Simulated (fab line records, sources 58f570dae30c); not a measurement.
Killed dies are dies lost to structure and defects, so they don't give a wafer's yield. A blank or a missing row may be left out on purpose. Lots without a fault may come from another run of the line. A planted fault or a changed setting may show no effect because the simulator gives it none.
Which tool did it? | flow berkeley_cmos170 | 14 lots, 42 wafers sampled, at 3 steps of a route of 331

WHAT THE GAUGES READ, wafer by wafer
UCB170_PWELL_OVL_MEAS_13. Usual: PWELL_OVL -1 nm, standard deviation 6.3.
lot  | measured    | on         | PWELL_OVL (nm) | flag
L591 | day 3 10:55 | overlay-02 | -5 -4 0        |
L595 | day 4 22:55 | overlay-02 | 0 2 0          |
L594 | day 4 23:08 | overlay-01 | 1 -3 -2        |
L596 | day 5 09:19 | overlay-02 | 6 2 1          |
L597 | day 5 09:28 | overlay-02 | 6 12 1         |
L605 | day 6 10:31 | overlay-01 | 4 12 4         |
L604 | day 6 10:42 | overlay-01 | 0 -1 -4        |
L602 | day 6 10:47 | overlay-02 | 0 7 1          |
L608 | day 6 21:45 | overlay-01 | 2 -2 6         |
L610 | day 7 03:44 | overlay-01 | -4 -8 -3       |
L611 | day 7 08:52 | overlay-02 | -4 -11 -12     |
L613 | day 7 22:11 | overlay-02 | 3 -2 -4        |
L612 | day 7 22:34 | overlay-01 | 5 3 -1         |
L614 | day 8 04:26 | overlay-02 | -1 -7 -7       |

UCB170_WELLDRIVE_THK_MEAS_02. Usual: WELLDRIVE_OXIDE_THK 199 nm, standard deviation 3.2.
lot  | measured    | on            | WELLDRIVE_OXIDE_THK (nm) | flag
L591 | day 4 02:00 | film_metro-03 | 200 200 199              |
L595 | day 5 10:34 | film_metro-02 | 197 200 199              |
L594 | day 5 10:33 | film_metro-04 | 199 201 201              |
L596 | day 5 22:10 | film_metro-02 | 196 198 193              |
L597 | day 5 22:10 | film_metro-04 | 197 198 204              |
L605 | day 7 00:13 | film_metro-03 | 197 196 197              |
L604 | day 7 00:17 | film_metro-04 | 196 192 195              |
L602 | day 7 00:17 | film_metro-03 | 197 195 196              |
L608 | day 7 11:14 | film_metro-04 | 206 209 206              |
L610 | day 7 16:16 | film_metro-04 | 201 201 201              |
L611 | day 7 21:40 | film_metro-04 | 202 199 206              |
L613 | day 8 10:36 | film_metro-03 | 200 198 195              |
L612 | day 8 10:35 | film_metro-04 | 195 197 193              |
L614 | day 8 19:26 | film_metro-04 | 202 198 201              |

WHICH TOOL RAN EACH LOT (tool, then ch and the chambers of the sampled wafers, then the start)
lot  | UCB170_PWELL_ETCH_14
L591 | rie_diel-02 ch 1,2,3, day 3 10:56
L595 | rie_diel-04 ch 0,3, day 4 22:56
L594 | rie_diel-01 ch 0,3, day 4 23:10
L596 | rie_diel-04 ch 0,2,3, day 5 09:21
L597 | rie_diel-01 ch 1,2,3, day 5 09:30
L605 | rie_diel-04 ch 0,3, day 6 10:33
L604 | rie_diel-01 ch 1,2, day 6 10:44
L602 | rie_diel-04 ch 0,2,3, day 6 10:50
L608 | rie_diel-02 ch 0,1, day 6 21:47
L610 | rie_diel-01 ch 2,3, day 7 03:46
L611 | rie_diel-01 ch 0,2,3, day 7 08:53
L613 | rie_diel-02 ch 0,1,2, day 7 22:13
L612 | rie_diel-04 ch 0,2,3, day 7 22:37
L614 | rie_diel-02 ch 0,1,2, day 8 04:28
- UCB170_PWELL_ETCH_14: etches Si3N4 in CH3F/Ar/O2, stops on SiO2, target depth 242 nm, time 151 s.

WHAT THE TOOLS THEMSELVES READ (means of the sampled wafers that have a number; where no wafer has one, the mark that the record gives instead)
UCB170_PWELL_ETCH_14. Usual: drypump_motor_current_A 5.7 A, standard deviation 0.39; oes_product_au 0.910 a.u., standard deviation 0.017; throttle_valve_pct 8.06 %, standard deviation 0.11.
lot  | tool        | drypump_motor_current_A (A) | oes_product_au (a.u.) | throttle_valve_pct (%) | flag
L591 | rie_diel-02 | 5.7                         | 0.904                 | 8.06                   |
L595 | rie_diel-04 | 5.8                         | 0.913                 | 8.07                   |
L594 | rie_diel-01 | 5.8                         | 0.886                 | 8.06                   |
L596 | rie_diel-04 | 5.8                         | 0.911                 | 8.02                   |
L597 | rie_diel-01 | 6.0                         | 0.912                 | 8.15                   |
L605 | rie_diel-04 | 5.7                         | 0.915                 | 8.04                   |
L604 | rie_diel-01 | 5.8                         | 0.926                 | 8.22                   |
L602 | rie_diel-04 | 5.8                         | 0.899                 | 8.03                   |
L608 | rie_diel-02 | 5.2                         | 0.931                 | 7.93                   |
L610 | rie_diel-01 | 6.3                         | 0.903                 | 8.06                   |
L611 | rie_diel-01 | 6.0                         | 0.904                 | 8.07                   |
L613 | rie_diel-02 | 5.4                         | 0.911                 | 8.06                   |
L612 | rie_diel-04 | 5.7                         | 0.927                 | 8.03                   |
L614 | rie_diel-02 | 5.4                         | 0.903                 | 8.06                   |

THE ANSWER, worked out from the rows above alone
Rule: a lot is off if the mean of its wafers that have a number lies more than 3 standard deviations from the usual mean. A lot without any number at a reading at which 4 lots or more have one is off too. The other lots that the step has rows for count as sound. The gauges are gone through in route order, then the tools' own readings, and for those a lot's mean is taken as printed above. The first step at which some lot is off is used, and at that step the reading that is off furthest; a lot without a number counts as furthest.
No lot is off at any reading shown: from this, nothing can be told.

WHAT THE SIMULATOR HAD PUT IN
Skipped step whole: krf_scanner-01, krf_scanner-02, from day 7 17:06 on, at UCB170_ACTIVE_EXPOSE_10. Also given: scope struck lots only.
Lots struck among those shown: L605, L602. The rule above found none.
